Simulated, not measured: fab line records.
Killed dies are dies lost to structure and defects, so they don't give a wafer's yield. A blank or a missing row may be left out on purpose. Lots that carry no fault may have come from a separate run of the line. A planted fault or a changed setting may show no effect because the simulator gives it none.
What tool caused it? -- flow berkeley cmos170 -- 13 lots, 39 wafers sampled, at 4 steps of a route of 331

WHAT THE GAUGES READ, wafer by wafer
UCB170_M3_CD_MEAS_15: the cd target is 700 nm. Usual: cd nm reads 699.9 nm (standard deviation 1.1).
lot,measured,on,cd nm (nm),flag
L272,day 8 13:59,cd sem-01,701.6 701.2 701.5,
L275,day 9 01:26,cd sem-02,698.6 699.5 700.4,
L273,day 9 04:53,cd sem-02,700.8 699.7 700.4,
L274,day 9 05:07,cd sem-02,698.5 697.9 698.2,
L276,day 9 13:50,cd sem-02,700.1 699.7 700.1,
L277,day 9 15:24,cd sem-02,701.1 701.0 699.1,
L278,day 10 05:16,cd sem-01,700.3 700.0 700.1,
L279,day 10 05:35,cd sem-01,699.7 699.2 698.1,
L283,day 10 16:43,cd sem-01,699.5 700.5 700.2,
L280,day 10 21:37,cd sem-01,698.8 699.9 698.2,
L281,day 10 21:55,cd sem-01,700.2 700.6 701.3,
L289,day 12 18:35,cd sem-01,701.6 700.1 699.9,
L292,day 13 13:00,cd sem-02,697.8 698.0 698.3,

UCB170_M3_BOW_MEAS_20. Usual: M3_BOW typically reads 37 um, with standard deviation 7.1.
lot,measured,on,M3_BOW (um),flag
L272,day 8 14:35,film metro-02,36 43 36,
L275,day 9 02:02,film metro-01,46 27 26,
L273,day 9 05:30,film metro-01,27 29 33,
L274,day 9 05:43,film metro-02,28 29 35,
L276,day 9 14:26,film metro-01,36 28 31,
L277,day 9 16:11,film metro-01,35 31 32,
L278,day 10 05:52,film metro-02,45 31 48,
L279,day 10 06:11,film metro-02,37 36 33,
L283,day 10 17:20,film metro-03,41 38 43,
L280,day 10 22:13,film metro-02,33 38 41,
L281,day 10 22:32,film metro-03,45 40 46,
L289,day 12 19:34,film metro-03,47 48 47,
L292,day 13 14:10,film metro-03,43 41 41,

WHICH TOOL RAN EACH LOT (tool, then ch and the chambers of the sampled wafers, then the start)
lot,UCB170_SILICIDE_WET_ETCH_05,UCB170_M3_ETCH_17
L272,"wet bench-04 ch 0, day 7 16:23","rie diel-04 ch 0,1,3, day 8 14:08"
L275,"wet bench-04 ch 3, day 8 06:44","rie diel-01 ch 0,2,3, day 9 01:35"
L273,"wet bench-04 ch 3, day 8 07:18","rie diel-02 ch 0,2,3, day 9 05:03"
L274,"wet bench-04 ch 2, day 8 07:30","rie diel-04 ch 0,3, day 9 05:12"
L276,"wet bench-04 ch 2, day 8 20:44","rie diel-01 ch 0,2, day 9 13:59"
L277,"wet bench-04 ch 3, day 8 21:07","rie diel-04 ch 0,1, day 9 15:32"
L278,"wet bench-01 ch 0, day 9 08:20","rie diel-01 ch 0,1, day 10 05:23"
L279,"wet bench-01 ch 1, day 9 08:36","rie diel-02 ch 0,1,3, day 10 05:41"
L283,"wet bench-02 ch 0, day 9 22:25","rie diel-01 ch 0,1,3, day 10 16:52"
L280,"wet bench-04 ch 1, day 9 22:57","rie diel-04 ch 1,2, day 10 21:44"
L281,"wet bench-04 ch 2, day 9 23:17","rie diel-02 ch 1,2, day 10 22:02"
L289,"wet bench-01 ch 1, day 11 20:32","rie diel-01 ch 1,2,3, day 12 18:44"
L292,"wet bench-04 ch 1, day 12 16:43","rie diel-04 ch 0,1,2, day 13 13:10"
- UCB170_SILICIDE_WET_ETCH_05: etches Ti in SPM, time 45 s.
- UCB170_M3_ETCH_17: etches BARC in N2/H2.

AS READ BY THE TOOLS THEMSELVES (means over the sampled wafers that have a number; for cases with no such wafer, the mark the record gives instead)
UCB170_SILICIDE_WET_ETCH_05. Usual: bath guard temp C 119.9 C, standard deviation 0.44; temp c 119.99 C, standard deviation 0.13.
lot,tool,bath guard temp C (C),temp c (C),flag
L272,wet bench-04,121.1,119.99,
L275,wet bench-04,119.6,120.12,
L273,wet bench-04,119.7,120.18,
L274,wet bench-04,120.1,119.94,
L276,wet bench-04,120.3,120.07,
L277,wet bench-04,119.5,119.92,
L278,wet bench-01,120.1,120.05,
L279,wet bench-01,119.6,119.85,
L283,wet bench-02,120.2,119.86,
L280,wet bench-04,119.5,120.04,
L281,wet bench-04,120.1,119.96,
L289,wet bench-01,119.8,119.90,
L292,wet bench-04,119.7,119.95,

UCB170_M3_ETCH_17. Usual: drypump motor current A 5.7 A, standard deviation 0.43; oes product au 0.999 a.u., standard deviation 0.021; rf fwd power W 495.2 W, standard deviation 2; throttle valve pct 13.22 %, standard deviation 0.2.
lot,tool,drypump motor current A (A),oes product au (a.u.),rf fwd power W (W),throttle valve pct (%),flag
L272,rie diel-04,5.6,0.980,494.2,13.08,
L275,rie diel-01,5.9,1.005,495.0,13.21,
L273,rie diel-02,5.6,1.009,496.1,13.44,
L274,rie diel-04,6.1,0.976,495.7,13.17,
L276,rie diel-01,5.9,1.006,496.6,13.10,
L277,rie diel-04,5.5,0.986,497.1,13.05,
L278,rie diel-01,6.0,1.013,495.7,13.26,
L279,rie diel-02,5.6,1.004,495.0,13.33,
L283,rie diel-01,6.1,1.005,493.9,13.23,
L280,rie diel-04,5.6,1.023,495.6,12.97,
L281,rie diel-02,5.0,0.972,494.0,13.24,
L289,rie diel-01,5.9,0.993,495.1,13.37,
L292,rie diel-04,5.5,1.000,495.5,13.01,

THE ANSWER, worked out from the rows above alone
Rule: a lot is off if the mean of its wafers that have a number lies more than 3 standard deviations from the usual mean. A lot without any number at a reading at which 4 lots or more have one is off too. All remaining lots with rows at the step are treated as sound. After the gauges, taken in route order, come the tools' own readings; for these a lot's mean is taken, as printed above. The first step at which some lot is off is used, and at that step the reading that is off furthest; a lot without a number counts as furthest.
None of the lots is off at any reading shown; this tells nothing.

WHAT HAD BEEN PUT IN BY THE SIMULATOR
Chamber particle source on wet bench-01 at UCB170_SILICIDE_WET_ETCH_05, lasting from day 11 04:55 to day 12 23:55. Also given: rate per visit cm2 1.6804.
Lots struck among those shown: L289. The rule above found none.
